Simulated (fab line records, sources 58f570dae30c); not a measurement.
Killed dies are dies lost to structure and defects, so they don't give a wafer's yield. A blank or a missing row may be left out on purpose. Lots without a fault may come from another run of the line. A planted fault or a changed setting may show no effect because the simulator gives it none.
Chamber matching | flow berkeley_cmos170 | UCB170_GATE_ETCH_15 on rie_si-02: 4 sister chambers
The step etches poly-Si in HBr/Cl2, stops on SiO2, time 56.3 s, target depth 278.2 nm. 8 wafers are shown with their chamber, then 8 later ones without.

WAFERS WITH THEIR CHAMBER
wafer  | chamber | drypump_motor_current_A (A) | throttle_valve_pct (%)
L896.3 | 2       | 5.1                         | 26.2
L897.5 | 0       | 5.9                         | 26.1
L900.1 | 3       | 5.6                         | 26.2
L900.4 | 2       | 5.1                         | 26.2
L901.1 | 1       | 6.5                         | 26.1
L901.2 | 0       | 5.9                         | 26.1
L901.6 | 3       | 5.7                         | 26.3
L904.2 | 1       | 6.5                         | 26.1

WAFERS WITHOUT THEIR CHAMBER
wafer  | drypump_motor_current_A (A) | throttle_valve_pct (%)
L904.4 | 5.2                         | 26.2
L904.5 | 5.1                         | 26.2
L908.1 | 5.9                         | 26.1
L908.3 | 5.6                         | 26.3
L908.6 | 5.6                         | 26.3
L911.3 | 6.5                         | 26.0
L911.4 | 5.6                         | 26.3
L911.6 | 5.9                         | 26.1

WHICH CHAMBER EACH WENT THROUGH
wafer  | from the rows above | in truth
L904.4 | 2                   | 2
L904.5 | 2                   | 2
L908.1 | 0                   | 0
L908.3 | 3                   | 3
L908.6 | 3                   | 3
L911.3 | 1                   | 1
L911.4 | 3                   | 3
L911.6 | 0                   | 0
Placed correctly: 8 of 8. Can't be placed from these rows: 0. Placed wrongly: 0.
How it was worked out, from the rows above alone: a wafer's distance from a chamber is the root of the sum, over the readings, of the square of ((its reading less the chamber's mean) divided by the reading's scatter). The wafer belongs to the nearest chamber; if the next one is less than 2 further off, it can't be placed. A chamber's mean is the mean of its shown wafers. The scatter: the root of (the sum of the squares of (reading less its chamber's mean) over the shown wafers, divided by (wafers less chambers)).
